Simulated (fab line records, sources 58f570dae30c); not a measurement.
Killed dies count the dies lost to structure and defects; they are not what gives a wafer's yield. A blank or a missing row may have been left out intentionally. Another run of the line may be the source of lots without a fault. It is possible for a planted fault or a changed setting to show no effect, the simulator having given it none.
The tool behind it: which one? ; flow berkeley-cmos170 ; 15 lots with 45 wafers sampled at 4 steps, on a route of 331 steps

== WHAT THE GAUGES SHOWED, per wafer ==
UCB170_WELLDRIVE_THK_MEAS_02. Usual: WELLDRIVE_OXIDE_THK typically reads 199 nm, with standard deviation 3.2.
lot;measured;on;WELLDRIVE_OXIDE_THK (nm);flag
L642;day 4 06:58;film-metro-01;201 200 194;
L644;day 4 06:55;film-metro-02;200 197 199;
L645;day 4 19:09;film-metro-03;196 198 194;
L646;day 4 19:08;film-metro-02;205 204 204;
L647;day 5 02:30;film-metro-01;197 197 199;
L648;day 5 02:34;film-metro-01;196 198 197;
L650;day 5 02:32;film-metro-02;198 195 199;
L652;day 5 17:16;film-metro-03;194 194 198;
L651;day 5 17:15;film-metro-01;197 201 202;
L653;day 6 00:46;film-metro-01;203 201 200;
L657;day 6 18:02;film-metro-02;199 201 202;
L660;day 7 06:45;film-metro-02;199 199 192;
L661;day 7 19:25;film-metro-03;206 203 203;
L663;day 8 07:02;film-metro-02;195 193 196;
L664;day 8 12:56;film-metro-03;198 195 192;

UCB170_FIELD_THK_MEAS_90. Usual: FIELD_OXIDE_LEFT_1_THK typically reads 440 nm, with standard deviation 10.
lot;measured;on;FIELD_OXIDE_LEFT_1_THK (nm);flag
L642;day 5 15:49;film-metro-04;443 444 445;
L644;day 5 15:49;film-metro-01;442 445 442;
L645;day 6 01:25;film-metro-02;449 457 460;
L646;day 6 01:24;film-metro-01;448 452 450;
L647;day 6 08:22;film-metro-02;438 432 445;
L648;day 6 08:22;film-metro-01;440 437 446;
L650;day 6 08:27;film-metro-02;438 438 443;
L652;day 7 07:07;film-metro-04;450 443 443;
L651;day 7 07:05;film-metro-02;447 443 445;
L653;day 7 12:18;film-metro-04;427 423 431;
L657;day 8 05:32;film-metro-02;436 436 433;
L660;day 8 17:34;film-metro-02;430 433 430;
L661;day 9 08:19;film-metro-01;451 450 443;
L663;day 9 18:14;film-metro-01;446 441 461;
L664;day 10 01:12;film-metro-01;432 443 425;

UCB170_PVT_TW_MEAS_09. Usual: PVT_TW typically reads 508, with standard deviation 4.5.
lot;measured;on;PVT_TW;flag
L642;day 6 09:40;film-metro-04;507 505 509;
L644;day 6 09:55;film-metro-01;499 501 502;
L645;day 6 17:33;film-metro-02;511 515 517;
L646;day 6 17:19;film-metro-01;500 495 499;
L647;day 7 01:57;film-metro-01;502 502 503;
L648;day 7 01:40;film-metro-01;501 502 502;
L650;day 7 01:36;film-metro-02;510 512 510;
L652;day 7 23:16;film-metro-01;504 504 503;
L651;day 8 00:15;film-metro-01;505 505 503;
L653;day 8 04:44;film-metro-04;512 510 513;
L657;day 8 22:46;film-metro-04;513 508 511;
L660;day 9 11:01;film-metro-02;510 510 512;
L661;day 10 03:09;film-metro-04;512 512 511;
L663;day 10 10:31;film-metro-04;514 508 510;
L664;day 10 15:17;film-metro-04;512 510 512;

== EACH LOT AND THE TOOL THAT RAN IT (in order: tool; ch and the chambers of the sampled wafers; start) ==
lot;UCB170_NWELL_HMDS_06
L642;litho-track-04 ch 0, day 2 18:31
L644;litho-track-01 ch 0, day 3 04:07
L645;litho-track-01 ch 0, day 3 14:10
L646;litho-track-03 ch 0, day 3 14:15
L647;litho-track-04 ch 0, day 3 14:19
L648;litho-track-04 ch 0, day 3 22:52
L650;litho-track-01 ch 0, day 4 01:23
L652;litho-track-03 ch 0, day 4 09:18
L651;litho-track-01 ch 0, day 4 09:20
L653;litho-track-04 ch 0, day 4 15:53
L657;litho-track-04 ch 0, day 5 13:12
L660;litho-track-04 ch 0, day 6 02:40
L661;litho-track-04 ch 0, day 6 10:05
L663;litho-track-01 ch 0, day 6 23:48
L664;litho-track-01 ch 0, day 7 03:50
- UCB170_NWELL_HMDS_06: prime time 60 s.

== WHAT THE TOOLS THEMSELVES READ (means of the sampled wafers that have a number; where no wafer has one, the mark that the record gives instead) ==
UCB170_NWELL_HMDS_06. Usual: chill-plate-temp-C 23.03 C, standard deviation 0.086; prime-temp-c 100.01 C, standard deviation 0.12; resist-line-temp-C 23.00 C, standard deviation 0.1.
lot;tool;chill-plate-temp-C (C);prime-temp-c (C);resist-line-temp-C (C);flag
L642;litho-track-04;23.06;100.02;23.12;
L644;litho-track-01;23.06;100.01;22.97;
L645;litho-track-01;23.00;99.91;23.10;
L646;litho-track-03;23.02;99.92;22.96;
L647;litho-track-04;22.96;100.16;22.87;
L648;litho-track-04;22.97;99.90;22.97;
L650;litho-track-01;23.00;100.10;23.00;
L652;litho-track-03;22.98;100.09;22.90;
L651;litho-track-01;22.98;100.03;23.00;
L653;litho-track-04;22.98;99.94;22.98;
L657;litho-track-04;23.01;99.22;23.07;OFF
L660;litho-track-04;23.02;99.28;22.91;OFF
L661;litho-track-04;23.03;99.18;22.91;OFF
L663;litho-track-01;23.07;100.22;22.95;
L664;litho-track-01;22.97;100.04;23.08;

== THE ANSWER, worked out from the rows above alone ==
Rule: take the mean of a lot's wafers that have a number; if it is more than 3 standard deviations from the usual mean, the lot is off. A lot without any number at a reading at which 4 lots or more have one is off too. The other lots that the step has rows for count as sound. Order of review: gauges by route order, followed by the tools' own readings, for which a lot's mean as printed above is used. The first step at which some lot is off is used, and at that step the reading that is off furthest; a lot without a number counts as furthest.
Off: L657, L660, L661, at UCB170_NWELL_HMDS_06 (prime-temp-c).
A tool fits if, at that step or a process step before it, it ran every lot that is off, and no sound lot after the first of them. One candidate fits, namely litho-track-04 at UCB170_NWELL_HMDS_06. Its last sound lot is L653 (day 4 15:53), its first lot that is off L657 (day 5 13:12): a fault that began between those two fits.
On the lots that are off, the tool's own readings at UCB170_NWELL_HMDS_06 differ by more than 5 times the standard deviation of the sound lots' means, which bears it out; prime-temp-c reads 99.23 C there versus 100.03 C on the sound lots.

== WHAT THE SIMULATOR HAD INSERTED ==
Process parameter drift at UCB170_NWELL_HMDS_06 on litho-track-04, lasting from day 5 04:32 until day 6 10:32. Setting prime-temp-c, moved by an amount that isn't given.
Shown lots that were struck: L657, L660, L661. The rule given above showed the same thing.
